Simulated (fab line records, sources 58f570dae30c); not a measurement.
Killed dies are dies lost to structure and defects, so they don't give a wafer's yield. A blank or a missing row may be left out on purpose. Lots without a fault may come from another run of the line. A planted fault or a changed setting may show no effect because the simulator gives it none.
One fault seen from 2 desks | flow berkeley_cmos170 | each desk has only its own numbers; what lay behind them comes last

THE TOOL OWNER'S DESK: litho_track-01
The tool's own readings at UCB170_CONTACT_SOFTBAKE_11 (time 60 s): means of the sampled wafers that have a number, for each lot that ran on this tool. A lot is out of limits, marked OUT, if its mean lies more than 4 standard deviations from the usual mean; the brackets give that distance.
Columns: A = plate_temp_C at UCB170_CONTACT_SOFTBAKE_11, usual 129.99 C
lot  | first seen here | A
L574 | day 9 00:00     | 129.90
L577 | day 9 11:00     | 130.01
L588 | day 12 00:00    | 129.86
This desk's finding: nothing out of limits on any of the 3 lots.

THE METROLOGY DESK
What the gauges read, lot by lot, whatever tool the lot ran on: means of the sampled wafers that have a number. A lot is out of limits, marked OUT, if its mean lies more than 4 standard deviations from the usual mean; the brackets give that distance.
Columns: A = cd_nm at UCB170_NSD_CD_MEAS_06, usual 1200.0 nm; B = NSD_OVL at UCB170_NSD_OVL_MEAS_07, usual -1 nm; C = cd_nm at UCB170_CONTACT_CD_MEAS_15, usual 699.7 nm; D = cd_nm at UCB170_M1_CD_MEAS_09, usual 700.0 nm
lot  | first seen here | A      | B  | C     | D
L570 | day 7 14:02     | 1198.7 | -7 | 699.2 | 699.8
L573 | day 8 03:48     | 1200.5 | 0  | 701.8 | 700.7
L571 | day 8 04:31     | 1199.4 | 3  | 697.2 | 696.5
L572 | day 8 04:50     | 1199.1 | 6  | 699.3 | 701.9
L574 | day 8 18:10     | 1201.1 | -2 | 700.2 | 701.9
L575 | day 8 18:25     | 1199.2 | -7 | 701.6 | 699.1
L577 | day 9 06:19     | 1200.2 | -4 | 699.9 | 699.2
L579 | day 9 20:17     | 1199.7 | -7 | 699.1 | 699.8
L578 | day 9 20:22     | 1200.0 | 2  | 699.0 | 701.7
L588 | day 11 18:20    | 1197.4 | 4  | 704.2 | 698.2
L590 | day 12 13:29    | 1198.7 | -8 | 698.8 | 699.3
L591 | day 13 03:50    | 1199.3 | -0 | 699.4 | 697.8
L592 | day 13 04:14    | 1201.5 | 2  | 700.4 | 698.0
This desk's finding: nothing out of limits on any of the 13 lots.

PUT TOGETHER
The tool owner's desk saw nothing out of limits.
The metrology desk saw nothing out of limits.

WHAT THE SIMULATOR HAD PUT IN
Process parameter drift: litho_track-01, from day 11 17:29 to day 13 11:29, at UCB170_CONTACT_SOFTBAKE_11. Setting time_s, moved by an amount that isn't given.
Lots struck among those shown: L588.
